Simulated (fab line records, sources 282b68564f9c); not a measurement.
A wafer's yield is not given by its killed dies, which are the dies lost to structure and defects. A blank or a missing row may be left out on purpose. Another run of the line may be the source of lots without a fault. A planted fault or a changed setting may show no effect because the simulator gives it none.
Which tool is to blame? || flow rit-cmos || 13 lots with 39 wafers sampled at 4 steps, on a route of 202 steps

== WHAT THE GAUGES READ, wafer by wafer ==
RIT_PLDD_OVL_MEAS_06. Usual: PLDD_OVL 0.0 nm, standard deviation 1.5.
{"lot": "L891", "measured": "day 2 18:41", "on": "overlay-02", "PLDD_OVL (nm)": "1.9 -0.1 0.8", "flag": ""}
{"lot": "L892", "measured": "day 2 23:12", "on": "overlay-01", "PLDD_OVL (nm)": "0.4 1.4 -1.7", "flag": ""}
{"lot": "L893", "measured": "day 3 05:34", "on": "overlay-02", "PLDD_OVL (nm)": "-3.5 -3.2 -0.6", "flag": ""}
{"lot": "L894", "measured": "day 3 11:07", "on": "overlay-02", "PLDD_OVL (nm)": "-0.2 0.1 -1.5", "flag": ""}
{"lot": "L895", "measured": "day 3 15:40", "on": "overlay-02", "PLDD_OVL (nm)": "0.8 0.8 3.5", "flag": ""}
{"lot": "L896", "measured": "day 3 19:08", "on": "overlay-01", "PLDD_OVL (nm)": "1.9 2.3 1.3", "flag": ""}
{"lot": "L897", "measured": "day 4 00:02", "on": "overlay-01", "PLDD_OVL (nm)": "0.3 0.4 0.0", "flag": ""}
{"lot": "L898", "measured": "day 4 06:46", "on": "overlay-02", "PLDD_OVL (nm)": "-2.5 -2.6 -1.3", "flag": ""}
{"lot": "L899", "measured": "day 4 11:34", "on": "overlay-01", "PLDD_OVL (nm)": "-0.1 1.9 0.9", "flag": ""}
{"lot": "L900", "measured": "day 4 15:49", "on": "overlay-02", "PLDD_OVL (nm)": "-0.9 0.6 0.6", "flag": ""}
{"lot": "L901", "measured": "day 4 21:28", "on": "overlay-01", "PLDD_OVL (nm)": "-0.1 0.1 -0.4", "flag": ""}
{"lot": "L907", "measured": "day 6 03:41", "on": "overlay-01", "PLDD_OVL (nm)": "0.1 3.0 2.2", "flag": ""}
{"lot": "L910", "measured": "day 6 19:21", "on": "overlay-01", "PLDD_OVL (nm)": "0.8 1.0 0.8", "flag": ""}

RIT_M1_CD_MEAS_09 targets a cd of 2600 nm. Usual: cd-nm reads 2600.8 nm (standard deviation 2.1).
{"lot": "L891", "measured": "day 3 06:16", "on": "cd-sem-01", "cd-nm (nm)": "2603.2 2600.9 2601.5", "flag": ""}
{"lot": "L892", "measured": "day 3 10:20", "on": "cd-sem-01", "cd-nm (nm)": "2597.9 2597.0 2597.8", "flag": ""}
{"lot": "L893", "measured": "day 3 17:27", "on": "cd-sem-01", "cd-nm (nm)": "2600.2 2600.0 2601.9", "flag": ""}
{"lot": "L894", "measured": "day 3 23:46", "on": "cd-sem-01", "cd-nm (nm)": "2599.4 2601.2 2600.7", "flag": ""}
{"lot": "L895", "measured": "day 4 03:05", "on": "cd-sem-01", "cd-nm (nm)": "2602.0 2600.5 2599.3", "flag": ""}
{"lot": "L896", "measured": "day 4 06:30", "on": "cd-sem-01", "cd-nm (nm)": "2603.8 2603.3 2604.5", "flag": ""}
{"lot": "L897", "measured": "day 4 11:23", "on": "cd-sem-02", "cd-nm (nm)": "2600.4 2601.6 2598.3", "flag": ""}
{"lot": "L898", "measured": "day 4 17:53", "on": "cd-sem-01", "cd-nm (nm)": "2600.4 2598.9 2599.8", "flag": ""}
{"lot": "L899", "measured": "day 4 23:41", "on": "cd-sem-02", "cd-nm (nm)": "2600.5 2602.0 2603.8", "flag": ""}
{"lot": "L900", "measured": "day 5 03:27", "on": "cd-sem-02", "cd-nm (nm)": "2600.4 2600.4 2600.6", "flag": ""}
{"lot": "L901", "measured": "day 5 08:34", "on": "cd-sem-01", "cd-nm (nm)": "2597.7 2595.6 2598.4", "flag": ""}
{"lot": "L907", "measured": "day 6 14:54", "on": "cd-sem-02", "cd-nm (nm)": "2600.2 2598.5 2598.5", "flag": ""}
{"lot": "L910", "measured": "day 7 07:02", "on": "cd-sem-01", "cd-nm (nm)": "2598.9 2597.3 2597.4", "flag": ""}

== WHAT TOOL EACH LOT RAN ON (gives the tool, then ch and the chambers of the sampled wafers, and finally the start) ==
{"lot": "L891", "RIT_CONTACT_EXPOSE_05": "iline-stepper-02 ch 0, day 3 03:13", "RIT_CONTACT_STRIP_12": "plasma-asher-03 ch 0,1, day 3 04:15"}
{"lot": "L892", "RIT_CONTACT_EXPOSE_05": "iline-stepper-01 ch 0, day 3 07:19", "RIT_CONTACT_STRIP_12": "plasma-asher-03 ch 0,1, day 3 08:20"}
{"lot": "L893", "RIT_CONTACT_EXPOSE_05": "iline-stepper-02 ch 0, day 3 14:11", "RIT_CONTACT_STRIP_12": "plasma-asher-03 ch 0,1, day 3 15:12"}
{"lot": "L894", "RIT_CONTACT_EXPOSE_05": "iline-stepper-01 ch 0, day 3 20:29", "RIT_CONTACT_STRIP_12": "plasma-asher-01 ch 0,1, day 3 21:28"}
{"lot": "L895", "RIT_CONTACT_EXPOSE_05": "iline-stepper-01 ch 0, day 3 23:51", "RIT_CONTACT_STRIP_12": "plasma-asher-01 ch 0,1, day 4 01:04"}
{"lot": "L896", "RIT_CONTACT_EXPOSE_05": "iline-stepper-01 ch 0, day 4 03:20", "RIT_CONTACT_STRIP_12": "plasma-asher-03 ch 0,1, day 4 04:20"}
{"lot": "L897", "RIT_CONTACT_EXPOSE_05": "iline-stepper-01 ch 0, day 4 08:13", "RIT_CONTACT_STRIP_12": "plasma-asher-01 ch 0,1, day 4 09:13"}
{"lot": "L898", "RIT_CONTACT_EXPOSE_05": "iline-stepper-02 ch 0, day 4 14:52", "RIT_CONTACT_STRIP_12": "plasma-asher-03 ch 0,1, day 4 15:53"}
{"lot": "L899", "RIT_CONTACT_EXPOSE_05": "iline-stepper-02 ch 0, day 4 20:40", "RIT_CONTACT_STRIP_12": "plasma-asher-03 ch 0,1, day 4 21:41"}
{"lot": "L900", "RIT_CONTACT_EXPOSE_05": "iline-stepper-02 ch 0, day 4 23:58", "RIT_CONTACT_STRIP_12": "plasma-asher-01 ch 0,1, day 5 01:20"}
{"lot": "L901", "RIT_CONTACT_EXPOSE_05": "iline-stepper-02 ch 0, day 5 05:32", "RIT_CONTACT_STRIP_12": "plasma-asher-02 ch 0,1, day 5 06:34"}
{"lot": "L907", "RIT_CONTACT_EXPOSE_05": "iline-stepper-02 ch 0, day 6 11:38", "RIT_CONTACT_STRIP_12": "plasma-asher-03 ch 0,1, day 6 12:38"}
{"lot": "L910", "RIT_CONTACT_EXPOSE_05": "iline-stepper-01 ch 0, day 7 03:53", "RIT_CONTACT_STRIP_12": "plasma-asher-02 ch 0,1, day 7 04:55"}
- RIT_CONTACT_EXPOSE_05: exposes mask M11, target cd 1000 nm.
- RIT_CONTACT_STRIP_12: strips in O2, time 180 s.

== AS READ BY THE TOOLS THEMSELVES (means over the sampled wafers that have a number; for cases with no such wafer, the mark the record gives instead) ==
RIT_CONTACT_EXPOSE_05. Usual: exposure-dose-mJ-cm2 249.92, standard deviation 0.26; focus-offset-nm 0.0 nm, standard deviation 0.55.
{"lot": "L891", "tool": "iline-stepper-02", "exposure-dose-mJ-cm2": 250.09, "focus-offset-nm (nm)": -0.2, "flag": ""}
{"lot": "L892", "tool": "iline-stepper-01", "exposure-dose-mJ-cm2": 250.10, "focus-offset-nm (nm)": -0.3, "flag": ""}
{"lot": "L893", "tool": "iline-stepper-02", "exposure-dose-mJ-cm2": 250.16, "focus-offset-nm (nm)": -0.2, "flag": ""}
{"lot": "L894", "tool": "iline-stepper-01", "exposure-dose-mJ-cm2": 249.75, "focus-offset-nm (nm)": 0.6, "flag": ""}
{"lot": "L895", "tool": "iline-stepper-01", "exposure-dose-mJ-cm2": 249.92, "focus-offset-nm (nm)": -0.4, "flag": ""}
{"lot": "L896", "tool": "iline-stepper-01", "exposure-dose-mJ-cm2": 249.94, "focus-offset-nm (nm)": -0.2, "flag": ""}
{"lot": "L897", "tool": "iline-stepper-01", "exposure-dose-mJ-cm2": 249.68, "focus-offset-nm (nm)": 0.3, "flag": ""}
{"lot": "L898", "tool": "iline-stepper-02", "exposure-dose-mJ-cm2": 250.17, "focus-offset-nm (nm)": -0.9, "flag": ""}
{"lot": "L899", "tool": "iline-stepper-02", "exposure-dose-mJ-cm2": 249.61, "focus-offset-nm (nm)": -0.1, "flag": ""}
{"lot": "L900", "tool": "iline-stepper-02", "exposure-dose-mJ-cm2": 249.83, "focus-offset-nm (nm)": 0.6, "flag": ""}
{"lot": "L901", "tool": "iline-stepper-02", "exposure-dose-mJ-cm2": 250.14, "focus-offset-nm (nm)": -0.2, "flag": ""}
{"lot": "L907", "tool": "iline-stepper-02", "exposure-dose-mJ-cm2": 250.27, "focus-offset-nm (nm)": -0.0, "flag": ""}
{"lot": "L910", "tool": "iline-stepper-01", "exposure-dose-mJ-cm2": 248.52, "focus-offset-nm (nm)": -0.3, "flag": "OFF"}

RIT_CONTACT_STRIP_12. Usual: drypump-motor-current-A reads 5.5 A (standard deviation 0.54).
{"lot": "L891", "tool": "plasma-asher-03", "drypump-motor-current-A (A)": 5.7, "flag": ""}
{"lot": "L892", "tool": "plasma-asher-03", "drypump-motor-current-A (A)": 5.7, "flag": ""}
{"lot": "L893", "tool": "plasma-asher-03", "drypump-motor-current-A (A)": 5.7, "flag": ""}
{"lot": "L894", "tool": "plasma-asher-01", "drypump-motor-current-A (A)": 5.4, "flag": ""}
{"lot": "L895", "tool": "plasma-asher-01", "drypump-motor-current-A (A)": 5.5, "flag": ""}
{"lot": "L896", "tool": "plasma-asher-03", "drypump-motor-current-A (A)": 5.7, "flag": ""}
{"lot": "L897", "tool": "plasma-asher-01", "drypump-motor-current-A (A)": 5.4, "flag": ""}
{"lot": "L898", "tool": "plasma-asher-03", "drypump-motor-current-A (A)": 5.3, "flag": ""}
{"lot": "L899", "tool": "plasma-asher-03", "drypump-motor-current-A (A)": 5.3, "flag": ""}
{"lot": "L900", "tool": "plasma-asher-01", "drypump-motor-current-A (A)": 5.7, "flag": ""}
{"lot": "L901", "tool": "plasma-asher-02", "drypump-motor-current-A (A)": 5.7, "flag": ""}
{"lot": "L907", "tool": "plasma-asher-03", "drypump-motor-current-A (A)": 5.3, "flag": ""}
{"lot": "L910", "tool": "plasma-asher-02", "drypump-motor-current-A (A)": 5.3, "flag": ""}

== THE ANSWER, worked out from the rows above alone ==
Rule: a lot is off if the mean of its wafers that have a number lies more than 3 standard deviations from the usual mean. Also off: a lot with no number at a reading for which 4 or more lots have one. Where the step has rows for the other lots, those lots are counted as sound. The gauges are gone through in route order, then the tools' own readings, and for those a lot's mean is taken as printed above. The first step at which some lot is off is used, and at that step the reading that is off furthest; a lot without a number counts as furthest.
Off: L910, at RIT_CONTACT_EXPOSE_05 (exposure-dose-mJ-cm2).
If a tool, at that step or one of the process steps before it, ran each lot that is off and ran no sound lot following the first of them, it fits. One fits: iline-stepper-01 at RIT_CONTACT_EXPOSE_05. A fault onset in the window from L897 (day 4 08:13, its last sound lot) to L910 (day 7 03:53, its first lot off) fits.
On the lots that are off, the tool's own readings at RIT_CONTACT_EXPOSE_05 differ by more than 5 times the standard deviation of the sound lots' means, which bears it out; exposure-dose-mJ-cm2 reads 248.52 there versus 249.97 on the sound lots.

== WHAT WAS PUT IN BY THE SIMULATOR ==
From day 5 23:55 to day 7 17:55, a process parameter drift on iline-stepper-01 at RIT_CONTACT_EXPOSE_05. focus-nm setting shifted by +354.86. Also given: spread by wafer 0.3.
Shown lots that were struck: L910. The rule given above showed the same thing.
